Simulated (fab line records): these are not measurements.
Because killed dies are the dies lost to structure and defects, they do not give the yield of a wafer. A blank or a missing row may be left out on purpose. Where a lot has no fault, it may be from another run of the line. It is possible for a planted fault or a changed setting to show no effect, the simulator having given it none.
Struck lot and sound lot, side by side | flow berkeley_cmos170 | 44 steps out of a route of 331
Sound: these wafers, L329.1, L329.3, L329.5. Wafers L345.3, L345.4, L345.5 were the ones struck. The cause comes at the end.
At each step with rows: each side's tool, then ch and its chambers, then its first start. Under that, the readings that differ: sound wafers | struck wafers | difference of the means | sigmas: that difference in standard deviations of wafers without a fault.
alike: same words and numbers on both sides, and readings whose means sit less than 2 such deviations apart. not compared: any withheld reading, any reading some wafer has no value for, any bound like >300 that may hide the same value, and any number with overlapping values for which the record gives no deviation.
A row with sigmas, a row that says differs or no value, or rows on one side alone: a step with any of these is where the two part. Numbers that don't overlap but have no deviation are shown without sigmas and don't part them. Lack of a reading on every wafer of one side parts them only where that side has two or more wafers.

first, 3 steps without rows for these wafers: UCB170_PVT_EXPOSE_03 (exposes mask NWELL, target cd 3000 nm); UCB170_PVT_PEB_04; UCB170_PVT_DEVELOP_05 (develop time 45 s).
UCB170_PVT_OVL_MEAS_06:
  struck on overlay-01, day 10 05:48; sound on overlay-01, day 7 06:26
  alike: PVT_OVL
following that, these wafers have no rows for 1 step: UCB170_PVT_IMPLANT_07.
UCB170_PVT_STRIP_08: strips in O2.
  sound on plasma_asher-04 ch 0, day 7 06:38; struck on plasma_asher-03 ch 0,1, day 10 06:01
  reading                     | sound       | struck      | difference | sigmas
  drypump_motor_current_A (A) | 4.6 4.7 4.6 | 6.1 5.6 6.1 | +1.3       | +3
  alike: oes_product_au, strip_time_to_endpoint_s
  not compared: rf_hours_counter_h
UCB170_PVT_TW_MEAS_09:
  struck on film_metro-01, day 10 06:06; sound on film_metro-04, day 7 06:46
  alike: PVT_TW
then, 1 step without rows for these wafers: UCB170_GATE_WET_ETCH_00 (etches SiO2 in dHF, time 200 s).
UCB170_FIELD_THK_MEAS_91:
  struck on film_metro-04, day 10 06:18; sound on film_metro-01, day 7 07:02
  alike: FIELD_OXIDE_LEFT_2_THK
then, 1 step without rows for these wafers: UCB170_GATE_OXIDATION_01 (target thk 6.6 nm, ox time 1800 s).
UCB170_GATE_THK_MEAS_02:
  struck on film_metro-04, day 10 10:16; sound on film_metro-03, day 7 12:03
  alike: GATE_OXIDE_THK
then, 1 step without rows for these wafers: UCB170_GATE_ANNEAL_03 (time 1800 s).
UCB170_GATE_CVD_04: deposits poly-Si from SiH4, time 1440 s, target thk 214 nm.
  sound on lpcvd-01 ch 0, day 7 15:49; struck on lpcvd-02 ch 0, day 10 11:49
  reading                                  | sound             | struck            | difference | sigmas
  model.poly-Si_of_GATE_CVD_04.thk_nm (nm) | 212.3 214.3 211.8 | 220.3 223.6 223.7 | +9.7       |
UCB170_GATE_THK_MEAS_05:
  struck on film_metro-03, day 10 13:14; sound on film_metro-04, day 7 17:13
  reading            | sound             | struck            | difference | sigmas
  GATE_POLY_THK (nm) | 212.2 214.2 211.7 | 220.4 223.6 223.6 | +9.8       | +5
then, 6 steps without rows for these wafers: UCB170_GATE_COAT_06; UCB170_GATE_COAT_07 (resist thk 900 nm); UCB170_GATE_SOFTBAKE_08 (time 59.19 s); UCB170_GATE_EXPOSE_09 (exposes mask POLY, target cd 350 nm); UCB170_GATE_PEB_10; UCB170_GATE_DEVELOP_11 (develop time 45 s).
UCB170_GATE_CD_MEAS_12: target cd 350 nm.
  struck on cd_sem-01, day 10 14:34; sound on cd_sem-02, day 7 19:24
  alike: cd_nm
UCB170_GATE_OVL_MEAS_13:
  struck on overlay-02, day 10 14:40; sound on overlay-02, day 7 19:31
  reading       | sound   | struck     | difference | sigmas
  GATE_OVL (nm) | -6 9 10 | -12 -12 -6 | -14        | -2
UCB170_GATE_ETCH_14: etches BARC in N2/H2.
  sound on rie_diel-02 ch 0,1,2, day 7 19:34; struck on rie_diel-03 ch 0,2,3, day 10 14:41
  alike: drypump_motor_current_A, oes_product_au, throttle_valve_pct
UCB170_GATE_ETCH_15: etches poly-Si in HBr/Cl2, stops on SiO2, time 56.3 s, target depth 278.2 nm.
  sound on rie_si-01 ch 0,3, day 7 19:36; struck on rie_si-02 ch 1,3, day 10 14:43
  reading                          | sound             | struck            | difference | sigmas
  model.etch.depth_nm (nm)         | 212.3 214.3 211.8 | 220.3 223.6 223.7 | +9.7       |
  model.GATE.feature_depth_nm (nm) | 212.4 214.3 211.8 | 220.3 223.7 223.7 | +9.7       |
  alike: drypump_motor_current_A, oes_product_au, throttle_valve_pct
  not compared: rf_hours_counter_h
UCB170_GATE_STRIP_16: strips in O2.
  sound on plasma_asher-02 ch 1, day 7 19:39; struck on plasma_asher-02 ch 0,1, day 10 14:49
  alike: drypump_motor_current_A, oes_product_au
  not compared: rf_hours_counter_h
UCB170_GATE_CD_MEAS_90: target cd 350 nm.
  struck on cd_sem-01, day 10 14:58; sound on cd_sem-02, day 7 19:48
  alike: cd_nm
then, 7 steps without rows for these wafers: UCB170_GATE_CLEAN_17 (cleans in SPM, time 600 s); UCB170_PLDD_HMDS_00 (prime time 60 s); UCB170_PLDD_COAT_01 (resist thk 900 nm); UCB170_PLDD_SOFTBAKE_02 (time 60 s); UCB170_PLDD_EXPOSE_03 (exposes mask PSELECT, target cd 1200 nm); UCB170_PLDD_PEB_04; UCB170_PLDD_DEVELOP_05 (develop time 45 s).
UCB170_PLDD_CD_MEAS_06: target cd 1200 nm.
  struck on cd_sem-02, day 10 16:25; sound on cd_sem-01, day 7 21:38
  alike: cd_nm
UCB170_PLDD_OVL_MEAS_07:
  struck on overlay-02, day 10 16:31; sound on overlay-02, day 7 21:45
  alike: PLDD_OVL
then, 2 steps without rows for these wafers: UCB170_PLDD_IMPLANT_08; UCB170_PLDD_IMPLANT_09.
UCB170_PLDD_STRIP_10: strips in O2.
  sound on plasma_asher-01 ch 0,1, day 7 22:05; struck on plasma_asher-03 ch 0,1, day 10 16:52
  alike: drypump_motor_current_A, oes_product_au, strip_time_to_endpoint_s
  not compared: rf_hours_counter_h
UCB170_PLDD_TW_MEAS_11:
  struck on film_metro-01, day 10 16:57; sound on film_metro-01, day 7 22:11
  alike: PLDD_TW
then, 3 steps without rows for these wafers: UCB170_PLDD_CLEAN_12 (cleans in SPM, time 600 s); UCB170_NLDD_HMDS_00 (prime time 60 s); UCB170_NLDD_COAT_01 (resist thk 900 nm).
UCB170_SILICIDE_PRE_CLEAN_00: preclean etch time 60 s.
  struck on pvd_sputter-04, day 11 11:02; sound on pvd_sputter-03, day 8 11:47
  reading                                  | sound             | struck            | difference | sigmas
  model.poly-Si_of_GATE_CVD_04.thk_nm (nm) | 205.5 207.4 204.9 | 213.5 216.8 216.9 | +9.8       |
UCB170_M3_PROBE_99:
  rows exist in the record for the sound wafers here (prober-02, day 9 12:42), none for the struck ones

## WHERE THEY PART
Last at UCB170_M3_PROBE_99 as far as this record goes, first at UCB170_PVT_STRIP_08.

WHY: the cause the simulator had injected
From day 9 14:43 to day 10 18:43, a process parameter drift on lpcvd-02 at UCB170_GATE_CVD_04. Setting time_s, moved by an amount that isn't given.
